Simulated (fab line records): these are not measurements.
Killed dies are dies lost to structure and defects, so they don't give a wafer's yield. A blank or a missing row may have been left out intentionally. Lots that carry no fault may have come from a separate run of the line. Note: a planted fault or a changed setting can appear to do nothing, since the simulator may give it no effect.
2 desks, one fault + flow berkeley-cmos170 + numbers are kept per desk, each desk with only its own; the story behind them comes last

FROM THE METROLOGY DESK
What the gauges read for every lot (on any tool): the sampled wafers with a number, averaged. The brackets show how far a lot's mean lies from the usual mean; more than 4 standard deviations puts the lot out of limits, marked OUT.
Columns: A = PFIELD_TW at UCB170_PFIELD_TW_MEAS_09, usual 600; B = CONTACT_PSG_THK at UCB170_CONTACT_THK_MEAS_02, usual 698 nm
| lot  | first seen here | A   | B              |
|------|-----------------|-----|----------------|
| L707 | day 5 01:20     | 595 | 688            |
| L709 | day 5 01:35     | 595 | 695            |
| L708 | day 5 01:41     | 607 | 693            |
| L710 | day 5 09:15     | 596 | 695            |
| L711 | day 5 21:26     | 595 | 693            |
| L717 | day 7 08:31     | 607 | 704            |
| L718 | day 7 08:32     | 599 | 746 (+7.6) OUT |
| L719 | day 7 08:46     | 607 | 745 (+7.5) OUT |
| L721 | day 8 08:53     | 593 | 705            |
| L722 | day 8 09:38     | 595 | 706            |
| L728 | day 9 03:11     | 592 | 699            |
| L726 | day 9 03:42     | 605 | 694            |
| L730 | day 9 16:15     | 606 | 704            |
| L729 | day 9 17:01     | 595 | 708            |
This desk's result: L718, L719 out of limits, first on L718 (CONTACT_PSG_THK at UCB170_CONTACT_THK_MEAS_02), day 10 03:01. Within limits: L707, L709, L708, L710, L711, L717, L721, L722, L728, L726, L730, L729.

FOR THE TOOL OWNER'S DESK: lpcvd-01
The tool's own readings at UCB170_CONTACT_CVD_01 (deposits PSG from SiH4/O2/PH3, target thk 700 nm, time 2820 s): means of the sampled wafers that have a number, for each lot that ran on this tool. The brackets show how far a lot's mean lies from the usual mean; more than 4 standard deviations puts the lot out of limits, marked OUT.
Columns: A = o2-flow-sccm at UCB170_CONTACT_CVD_01, usual 90.00 sccm; B = spike-tc-centre-C at UCB170_CONTACT_CVD_01, usual 452.0 C
| lot  | first seen here | A     | B     |
|------|-----------------|-------|-------|
| L709 | day 8 00:29     | 90.14 | 451.4 |
| L710 | day 8 17:49     | 89.97 | 451.6 |
| L718 | day 10 01:14    | 89.87 | 452.7 |
| L719 | day 10 03:01    | 90.29 | 452.6 |
Result from this desk: across the 4 lots, nothing is out of limits.

PUT TOGETHER
The metrology desk could have raised an alarm at day 10 03:01, on L718, L719.
The tool owner's desk saw nothing out of limits.
The tool owner's desk has L718, L719 on record, within its limits.
All the named lots went through UCB170_CONTACT_CVD_01 on lpcvd-01.

WHAT HAD BEEN PUT IN BY THE SIMULATOR
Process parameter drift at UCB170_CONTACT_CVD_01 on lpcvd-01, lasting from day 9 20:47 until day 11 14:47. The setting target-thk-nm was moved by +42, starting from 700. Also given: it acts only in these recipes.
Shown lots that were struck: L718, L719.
Per desk, hours elapsed from the start of the fault to the first reading out of limits: for the metrology desk, 6.
